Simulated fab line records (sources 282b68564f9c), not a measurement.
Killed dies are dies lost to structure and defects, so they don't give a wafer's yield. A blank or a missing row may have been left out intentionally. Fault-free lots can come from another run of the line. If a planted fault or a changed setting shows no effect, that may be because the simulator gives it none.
Split-lot trial    flow rit_cmos    5 lots, 23 wafers read, on a route of 202 steps

== THE SPLIT ==
At RIT_PRETRO_IMPLANT_08, the setting energy_kev was moved away from the recipe's 45 on 7 of the 23 wafers read, by -3.8% to +2.6%. For the rest of the wafers, this setting stayed at what the recipe calls for.

The reading is taken at the split's own step.

== THE READING ==
In nm, at RIT_PRETRO_IMPLANT_08: implant.drp_nm, which is the simulator's own figure and was read by no gauge. The file gives no usual value for it.

wafer   tool, chamber at the split  energy_kev as run  against the recipe  implant.drp_nm, nm  against lot-mates on the recipe
L074.2  implanter-03, 0             45                 recipe              55.07               -
L074.3  implanter-03, 0             45                 recipe              55.07               -
L074.5  implanter-03, 0             45                 recipe              55.07               -
L074.4  implanter-03, 0             46.06              +2.4%               55.84               +0.77
L074.6  implanter-03, 0             46.06              +2.4%               55.84               +0.77
L075.2  implanter-02, 0             45                 recipe              55.07               -
L075.6  implanter-02, 0             45                 recipe              55.07               -
L075.3  implanter-02, 0             46.16              +2.6%               55.91               +0.84
L075.4  implanter-02, 0             46.16              +2.6%               55.91               +0.84
L075.5  implanter-02, 0             46.16              +2.6%               55.91               +0.84
L080.1  implanter-03, 0             45                 recipe              55.07               -
L080.3  implanter-03, 0             45                 recipe              55.07               -
L080.4  implanter-03, 0             45                 recipe              55.07               -
L080.5  implanter-03, 0             45                 recipe              55.07               -
L080.6  implanter-03, 0             45                 recipe              55.07               -
L081.1  implanter-03, 0             45                 recipe              55.07               -
L081.3  implanter-03, 0             45                 recipe              55.07               -
L081.6  implanter-03, 0             45                 recipe              55.07               -
L083.1  implanter-02, 0             45                 recipe              55.07               -
L083.3  implanter-02, 0             45                 recipe              55.07               -
L083.4  implanter-02, 0             45                 recipe              55.07               -
L083.5  implanter-02, 0             43.3               -3.8%               53.82               -1.25
L083.6  implanter-02, 0             43.3               -3.8%               53.82               -1.25

FIT RESULTS
A straight line over all 23 wafers: implant.drp_nm changes by +0.329 nm for each +1% of energy_kev; r = +1.00; the points scatter about the line by 0.0034 nm.
The same after taking each lot's own level away (the mean of its wafers on the recipe; 23 wafers): +0.329 nm for each +1%; r = +1.00; scatter 0.0034 nm.
On that fit, the largest move of energy_kev shifts the reading by 1.2 nm.
The lots' own levels span 55.070 to 55.070 nm.
Hence the lot-to-lot level has little effect on the slope; both slopes agree.
Check: -1.24 nm against its lot-mates is what the line predicts for one of the wafers moved furthest among these (-3.8%) when that wafer is left out of the fit. Against them it came out at -1.25 nm.

== THE OTHER SPLITS THESE WAFERS WENT THROUGH ==
Before the reading, these wafers also passed through other splits. Each is held against what the fit with the lots' levels taken away leaves over:
other split on the same wafers        wafers away from the commonest value  r with implant.drp_nm (lot level and that fit taken away)
RIT_ACTIVE_CVD_03 temp_c              15                                    +0.03
RIT_ACTIVE_DEVELOP_10 develop_time_s  8                                     +0.22
RIT_FOX2_OXIDATION_00 ox_time_s       15                                    +0.09
RIT_PWELL_COAT_01 spin_rpm            4                                     +0.27

== THE WHOLE CHAIN: every reading that the file lists as answering this split, in the file's order ==
step                   what it does  reading                                                          change (the file's fit)                r (the file's)
RIT_PRETRO_IMPLANT_08                implant.rp_nm (the simulator's own value, which no gauge read)   +1.35 nm for each +1% of the setting   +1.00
RIT_PRETRO_IMPLANT_08                implant.drp_nm (the simulator's own value, which no gauge read)  +0.328 nm for each +1% of the setting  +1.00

== FILE'S OWN FIT ==
implant.drp_nm changes by +0.328 nm for each +1% of energy_kev, r = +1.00.
